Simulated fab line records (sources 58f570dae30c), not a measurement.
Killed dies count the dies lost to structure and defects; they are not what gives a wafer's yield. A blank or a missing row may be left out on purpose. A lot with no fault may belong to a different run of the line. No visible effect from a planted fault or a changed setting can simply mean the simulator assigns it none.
Which of the tools did it? -- flow berkeley-cmos170 -- 7 lots with 21 wafers sampled at 2 steps, on a route of 331 steps

## WHAT EACH GAUGE READ, for each wafer
UCB170_PSD_OVL_MEAS_07.
lot,measured,on,PSD_OVL (nm)
L144,day 8 07:44,overlay-02,-5 2 -4
L155,day 10 09:18,overlay-02,4 -2 5
L159,day 10 22:27,overlay-01,0 4 -3
L158,day 10 22:48,overlay-01,-8 -4 -8
L160,day 11 08:49,overlay-02,6 1 1
L162,day 12 08:16,overlay-01,-8 0 -7
L165,day 12 12:59,overlay-02,-9 -2 1

## EACH LOT AND THE TOOL THAT RAN IT (in order: tool; ch and the chambers of the sampled wafers; start)
lot,UCB170_PVT_PEB_04
L144,"litho-track-02, day 7 02:59"
L155,"litho-track-04 ch 0, day 9 04:10"
L159,"litho-track-04 ch 0, day 9 19:30"
L158,"litho-track-02 ch 0, day 9 21:34"
L160,"litho-track-04 ch 0, day 10 04:28"
L162,"litho-track-04 ch 0, day 10 23:47"
L165,"litho-track-02 ch 0, day 11 11:22"
- UCB170_PVT_PEB_04

## THE ANSWER, worked out from the rows above alone
Rule: usual is defined by the lots themselves. Put in order of their means at a reading, lots are off if they are a third of the lots or fewer, leave a main group of 4 or more, and stand apart from it by a gap of 3 or more times the standard deviation of the main group's means; of several such gaps the widest counts. A main group whose means are all the same, to the digits that the tables above print for the reading, isn't used. Also off: a lot with no number at a reading for which 4 or more lots have one. Where the step has rows for the other lots, those lots are counted as sound.
None of the lots is off at any reading shown; this tells nothing.

## WHAT THE SIMULATOR HAD INSERTED
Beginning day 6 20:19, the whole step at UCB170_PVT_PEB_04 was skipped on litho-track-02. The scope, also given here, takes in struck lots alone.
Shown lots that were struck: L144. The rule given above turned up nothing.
